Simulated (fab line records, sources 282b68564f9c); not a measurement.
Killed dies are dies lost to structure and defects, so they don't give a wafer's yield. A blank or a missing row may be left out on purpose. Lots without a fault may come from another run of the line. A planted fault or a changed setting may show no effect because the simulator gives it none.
Which tool did it? | flow rit_cmos | 14 lots, 42 wafers sampled, at 5 steps of a route of 202

WHAT THE GAUGES READ, wafer by wafer
The record holds no reading of a measuring or inspecting step that can be judged against a usual standard deviation.

WHICH TOOL RAN EACH LOT (tool, then ch and the chambers of the sampled wafers, then the start)
lot  | RIT_NWELL_STRIP_09                  | RIT_PRETRO_HARDBAKE_07           | RIT_CONTACT_CVD_00             | RIT_CONTACT_ETCH_11               | RIT_M1_PROBE_99
L729 | plasma_asher-02 ch 0,1, day 1 22:33 | litho_track-02 ch 0, day 2 08:37 | pecvd-02 ch 0,1, day 3 08:41   | rie_diel-02 ch 0,1, day 3 10:31   | -
L730 | plasma_asher-03 ch 0,1, day 2 05:01 | litho_track-01 ch 0, day 2 14:58 | pecvd-03 ch 0,2, day 3 16:07   | rie_diel-01 ch 0,1, day 3 17:45   | -
L731 | plasma_asher-02 ch 0,1, day 2 09:58 | litho_track-03 ch 0, day 2 21:11 | pecvd-04 ch 0,1,2, day 3 19:41 | rie_diel-02 ch 0,1, day 3 21:02   | prober-01, day 4 02:10
L732 | plasma_asher-01 ch 0,1, day 2 12:28 | litho_track-02 ch 0, day 2 22:24 | pecvd-02 ch 1,2, day 3 21:46   | rie_diel-01 ch 0,1,2, day 3 23:08 | -
L733 | plasma_asher-01 ch 0,1, day 2 17:26 | litho_track-02 ch 0, day 3 03:41 | pecvd-03 ch 0,1,2, day 4 03:45 | rie_diel-01 ch 1,2, day 4 05:08   | -
L737 | plasma_asher-02 ch 0,1, day 3 16:47 | litho_track-03 ch 0, day 4 03:19 | pecvd-04 ch 0,1,2, day 5 01:38 | rie_diel-01 ch 0,3, day 5 03:22   | -
L738 | plasma_asher-01 ch 0,1, day 3 21:24 | litho_track-03 ch 0, day 4 08:16 | pecvd-02 ch 0,1,2, day 5 04:55 | rie_diel-02 ch 0,1,3, day 5 06:26 | -
L739 | plasma_asher-01 ch 0,1, day 3 23:29 | litho_track-03 ch 0, day 4 09:49 | pecvd-03 ch 0,2, day 5 06:36   | rie_diel-01 ch 0,3, day 5 08:07   | prober-01, day 5 13:17
L741 | plasma_asher-02 ch 0,1, day 4 10:49 | litho_track-03 ch 0, day 4 20:37 | pecvd-02 ch 1,2, day 5 16:14   | rie_diel-03 ch 0,2,3, day 5 17:37 | -
L742 | plasma_asher-02 ch 0,1, day 4 15:48 | litho_track-02 ch 0, day 5 02:27 | pecvd-03 ch 0,2, day 6 01:29   | rie_diel-01 ch 0,1,3, day 6 03:05 | -
L743 | plasma_asher-02 ch 0, day 4 20:33   | litho_track-03 ch 0, day 5 06:52 | pecvd-04 ch 0,1, day 6 03:24   | rie_diel-02 ch 0,1, day 6 04:55   | prober-01, day 6 10:02
L748 | plasma_asher-03 ch 0,1, day 5 22:26 | litho_track-03 ch 0, day 6 09:46 | pecvd-03 ch 1,2, day 7 06:32   | rie_diel-01 ch 0,2,3, day 7 07:56 | prober-01, day 7 12:55
L749 | plasma_asher-01 ch 0,1, day 6 02:01 | litho_track-03 ch 0, day 6 11:55 | pecvd-04 ch 0,1, day 7 08:25   | rie_diel-02 ch 0,2, day 7 09:48   | prober-02, day 7 14:55
L750 | plasma_asher-03 ch 0, day 6 07:53   | litho_track-01 ch 0, day 6 17:50 | pecvd-02 ch 0,2, day 7 15:07   | rie_diel-02 ch 0,2, day 7 16:32   | prober-01, day 7 21:52
- RIT_NWELL_STRIP_09: strips in O2, time 180 s.
- RIT_PRETRO_HARDBAKE_07: time 120 s.
- RIT_CONTACT_CVD_00: deposits SiO2 from TEOS, target thk 400 nm, time 61 s.
- RIT_CONTACT_ETCH_11: etches SiO2 in CHF3/CF4/Ar, stops on TiSi2, target depth 480 nm, time 320 s.
- RIT_M1_PROBE_99

WHAT THE TOOLS THEMSELVES READ (means of the sampled wafers that have a number; where no wafer has one, the mark that the record gives instead)
RIT_NWELL_STRIP_09.
lot  | tool            | drypump_motor_current_A (A)
L729 | plasma_asher-02 | 5.7
L730 | plasma_asher-03 | 6.4
L731 | plasma_asher-02 | 6.1
L732 | plasma_asher-01 | 6.0
L733 | plasma_asher-01 | 6.0
L737 | plasma_asher-02 | 5.7
L738 | plasma_asher-01 | 6.0
L739 | plasma_asher-01 | 6.2
L741 | plasma_asher-02 | 6.1
L742 | plasma_asher-02 | 5.7
L743 | plasma_asher-02 | 5.3
L748 | plasma_asher-03 | 6.4
L749 | plasma_asher-01 | 6.2
L750 | plasma_asher-03 | 6.5

RIT_PRETRO_HARDBAKE_07.
lot  | tool           | exhaust_pa (Pa) | heater_power_total_W (W) | plate_temp_C (C)
L729 | litho_track-02 | 44.6            | 52.01                    | 140.14
L730 | litho_track-01 | 45.5            | 51.95                    | 140.01
L731 | litho_track-03 | 43.2            | 51.99                    | 139.95
L732 | litho_track-02 | 44.9            | 52.05                    | 139.78
L733 | litho_track-02 | 44.5            | 52.08                    | 139.93
L737 | litho_track-03 | 44.0            | 52.11                    | 140.00
L738 | litho_track-03 | 46.0            | 52.00                    | 140.01
L739 | litho_track-03 | 45.8            | 52.07                    | 139.89
L741 | litho_track-03 | 45.3            | 52.04                    | 140.02
L742 | litho_track-02 | 44.7            | 52.08                    | 140.07
L743 | litho_track-03 | 45.0            | 52.03                    | 139.88
L748 | litho_track-03 | 44.6            | 53.80                    | 143.74
L749 | litho_track-03 | 44.1            | 53.78                    | 143.65
L750 | litho_track-01 | 44.8            | 51.96                    | 139.79

RIT_CONTACT_CVD_00.
lot  | tool     | heater_power_w (W)
L729 | pecvd-02 | 285
L730 | pecvd-03 | 284
L731 | pecvd-04 | 288
L732 | pecvd-02 | 382
L733 | pecvd-03 | 308
L737 | pecvd-04 | 320
L738 | pecvd-02 | 321
L739 | pecvd-03 | 272
L741 | pecvd-02 | 363
L742 | pecvd-03 | 268
L743 | pecvd-04 | 281
L748 | pecvd-03 | 329
L749 | pecvd-04 | 301
L750 | pecvd-02 | 401

RIT_CONTACT_ETCH_11.
lot  | tool        | CHF3_flow_sccm (sccm) | drypump_motor_current_A (A) | oes_product_au (a.u.) | throttle_valve_pct (%)
L729 | rie_diel-02 | 49.86                 | 6.1                         | 0.995                 | 8.81
L730 | rie_diel-01 | 50.10                 | 5.8                         | 0.990                 | 8.79
L731 | rie_diel-02 | 50.03                 | 6.3                         | 0.998                 | 8.78
L732 | rie_diel-01 | 50.01                 | 5.9                         | 0.992                 | 8.75
L733 | rie_diel-01 | 50.03                 | 5.7                         | 1.004                 | 8.70
L737 | rie_diel-01 | 50.22                 | 6.1                         | 0.983                 | 8.81
L738 | rie_diel-02 | 50.04                 | 6.1                         | 0.995                 | 8.83
L739 | rie_diel-01 | 50.03                 | 6.0                         | 0.982                 | 8.75
L741 | rie_diel-03 | 49.95                 | 6.2                         | 0.984                 | 8.76
L742 | rie_diel-01 | 50.05                 | 5.9                         | 0.988                 | 8.77
L743 | rie_diel-02 | 50.14                 | 6.0                         | 0.988                 | 8.79
L748 | rie_diel-01 | 50.18                 | 6.1                         | 0.989                 | 8.72
L749 | rie_diel-02 | 49.98                 | 5.7                         | 0.987                 | 8.79
L750 | rie_diel-02 | 49.91                 | 5.7                         | 0.990                 | 8.77

RIT_M1_PROBE_99.
lot  | tool      | killed_at_M0_to_M3 | killed_at_contacts | killed_at_front_end | killed_dies | killed_open | killed_short
L731 | prober-01 | 0.0                | 0.0                | 7.0                 | 7.0         | 4.7         | 2.3
L739 | prober-01 | 0.3                | 1.0                | 7.0                 | 8.3         | 3.3         | 3.7
L743 | prober-01 | 0.0                | 0.0                | 4.3                 | 4.3         | 2.7         | 1.7
L748 | prober-01 | 0.0                | 0.0                | 7.0                 | 7.0         | 3.3         | 3.7
L749 | prober-02 | 0.0                | 0.0                | 9.7                 | 9.7         | 5.0         | 4.7
L750 | prober-01 | 0.0                | 0.3                | 7.3                 | 7.7         | 3.3         | 4.3

THE ANSWER, worked out from the rows above alone
Rule: what is usual is taken from the lots themselves. Put in order of their means at a reading, lots are off if they are a third of the lots or fewer, leave a main group of 4 or more, and stand apart from it by a gap of 3 or more times the standard deviation of the main group's means; of several such gaps the widest counts. A main group whose means are all the same, to the digits that the tables above print for the reading, isn't used. A lot without any number at a reading at which 4 lots or more have one is off too. The other lots that the step has rows for count as sound. The gauges are gone through in route order, then the tools' own readings, and for those a lot's mean is taken as printed above. The first step at which some lot is off is used, and at that step the reading that is off furthest; a lot without a number counts as furthest.
Off: L748, L749, at RIT_PRETRO_HARDBAKE_07 (heater_power_total_W). The main group: mean 52.03 W, standard deviation 0.048.
A tool fits if, at that step or a process step before it, it ran every lot that is off, and no sound lot after the first of them. One fits: litho_track-03 at RIT_PRETRO_HARDBAKE_07. Its last sound lot is L743 (day 5 06:52), its first lot that is off L748 (day 6 09:46): a fault that began between those two fits.
The tool's own readings at RIT_PRETRO_HARDBAKE_07 bear it out: on the lots that are off they differ by more than 5 times the standard deviation of the sound lots' means. heater_power_total_W reads 53.79 W there against 52.03 W on the sound lots; plate_temp_C reads 143.69 C there against 139.96 C on the sound lots.

WHAT THE SIMULATOR HAD PUT IN
Process parameter drift: litho_track-03, from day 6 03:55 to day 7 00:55, at RIT_PRETRO_HARDBAKE_07. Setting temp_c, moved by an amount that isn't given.
Lots struck among those shown: L748, L749. The rule above found the same.
